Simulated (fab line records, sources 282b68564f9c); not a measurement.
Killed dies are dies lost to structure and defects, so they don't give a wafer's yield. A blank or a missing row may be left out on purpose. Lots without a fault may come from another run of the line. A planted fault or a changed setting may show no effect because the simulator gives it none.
Which tool did it? | flow rit_cmos | 7 lots, 21 wafers sampled, at 2 steps of a route of 202

WHAT THE GAUGES READ, wafer by wafer
RIT_NRETRO_TW_MEAS_10.
lot  | measured    | on            | NRETRO_TW
L441 | day 2 21:34 | film_metro-02 | 1060 1061 1055
L444 | day 3 11:00 | film_metro-03 | 1069 1062 1060
L446 | day 3 18:20 | film_metro-04 | 227 231 228
L450 | day 4 14:37 | film_metro-04 | 225 227 225
L454 | day 5 12:31 | film_metro-04 | 1056 1056 1047
L459 | day 6 13:11 | film_metro-04 | 1061 1059 1060
L461 | day 6 22:02 | film_metro-02 | 1062 1062 1066

WHICH TOOL RAN EACH LOT (tool, then ch and the chambers of the sampled wafers, then the start)
lot  | RIT_NRETRO_DEVELOP_05
L441 | litho_track-04 ch 0, day 2 20:00
L444 | litho_track-01 ch 0, day 3 10:00
L446 | litho_track-02 ch 0, day 3 17:00
L450 | litho_track-02 ch 0, day 4 13:00
L454 | litho_track-04 ch 0, day 5 11:00
L459 | litho_track-04 ch 0, day 6 12:00
L461 | litho_track-01 ch 0, day 6 21:00
- RIT_NRETRO_DEVELOP_05: develop time 68 s.

THE ANSWER, worked out from the rows above alone
Rule: what is usual is taken from the lots themselves. Put in order of their means at a reading, lots are off if they are a third of the lots or fewer, leave a main group of 4 or more, and stand apart from it by a gap of 3 or more times the standard deviation of the main group's means; of several such gaps the widest counts. A main group whose means are all the same, to the digits that the tables above print for the reading, isn't used. A lot without any number at a reading at which 4 lots or more have one is off too. The other lots that the step has rows for count as sound.
Off: L446, L450, at RIT_NRETRO_TW_MEAS_10 (NRETRO_TW). The main group: mean 1060, standard deviation 3.9.
A tool fits if, at a process step before that reading, it ran every lot that is off, and no sound lot after the first of them. The gauges at RIT_NRETRO_TW_MEAS_10 are tried like those tools. One fits: litho_track-02 at RIT_NRETRO_DEVELOP_05. It ran no sound lot before its first lot that is off in this sample, so the start can't be narrowed down.

WHAT THE SIMULATOR HAD PUT IN
Process parameter drift: litho_track-02, from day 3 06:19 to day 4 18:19, at RIT_NRETRO_DEVELOP_05. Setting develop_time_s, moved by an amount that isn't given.
Lots struck among those shown: L446, L450. The rule above found the same.
